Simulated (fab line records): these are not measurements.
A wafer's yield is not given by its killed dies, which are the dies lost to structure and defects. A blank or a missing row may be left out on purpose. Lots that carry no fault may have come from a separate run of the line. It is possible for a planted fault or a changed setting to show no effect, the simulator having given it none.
Which of the tools did it? | flow berkeleyCmos170 | Sampling: 7 lots, 21 wafers, 2 of 331 route steps

== WHAT THE GAUGES SHOWED, per wafer ==
UCB170_M2_THK_MEAS_03: measures by xrf.
lot  | measured     | on           | M2_AL_THK (nm)
L410 | day 10 08:56 | filmMetro-01 | 905 901 903
L414 | day 10 12:05 | filmMetro-04 | 887 906 880
L416 | day 11 15:23 | filmMetro-01 | 900 908 897
L420 | day 12 02:15 | filmMetro-02 | 908 917 914
L421 | day 12 10:19 | filmMetro-02 | 911 932 910
L425 | day 13 02:14 | filmMetro-02 | 908 910 916
L422 | day 13 03:43 | filmMetro-04 | 920 919 924

== EACH LOT AND THE TOOL THAT RAN IT (in order: tool; ch and the chambers of the sampled wafers; start) ==
lot  | UCB170_CONTACT_STRIP_06
L410 | plasmaAsher-02 ch 1, day 9 22:58
L414 | plasmaAsher-03 ch 0,1, day 10 00:42
L416 | plasmaAsher-03 ch 0,1, day 11 05:49
L420 | plasmaAsher-02 ch 0,1, day 11 16:48
L421 | plasmaAsher-02 ch 0,1, day 12 02:20
L425 | plasmaAsher-03 ch 0,1, day 12 17:04
L422 | plasmaAsher-04 ch 0, day 12 18:46
- UCB170_CONTACT_STRIP_06: strips in O2.

== THE ANSWER, worked out from the rows above alone ==
Rule: the usual values come from the lots themselves. The widest of any qualifying gaps counts: lots, ordered by their means at a reading, are off when they make up no more than a third of the lots, leave a main group of 4 or more, and stand apart from it by 3 or more times the standard deviation of that group's means. The tables above print the reading to a certain number of digits; a main group whose means all agree to those digits is not used. Also off: a lot with no number at a reading for which 4 or more lots have one. All remaining lots with rows at the step are treated as sound.
No lot is off on any of the readings shown, so nothing can be concluded from this.

== WHAT THE SIMULATOR HAD INSERTED ==
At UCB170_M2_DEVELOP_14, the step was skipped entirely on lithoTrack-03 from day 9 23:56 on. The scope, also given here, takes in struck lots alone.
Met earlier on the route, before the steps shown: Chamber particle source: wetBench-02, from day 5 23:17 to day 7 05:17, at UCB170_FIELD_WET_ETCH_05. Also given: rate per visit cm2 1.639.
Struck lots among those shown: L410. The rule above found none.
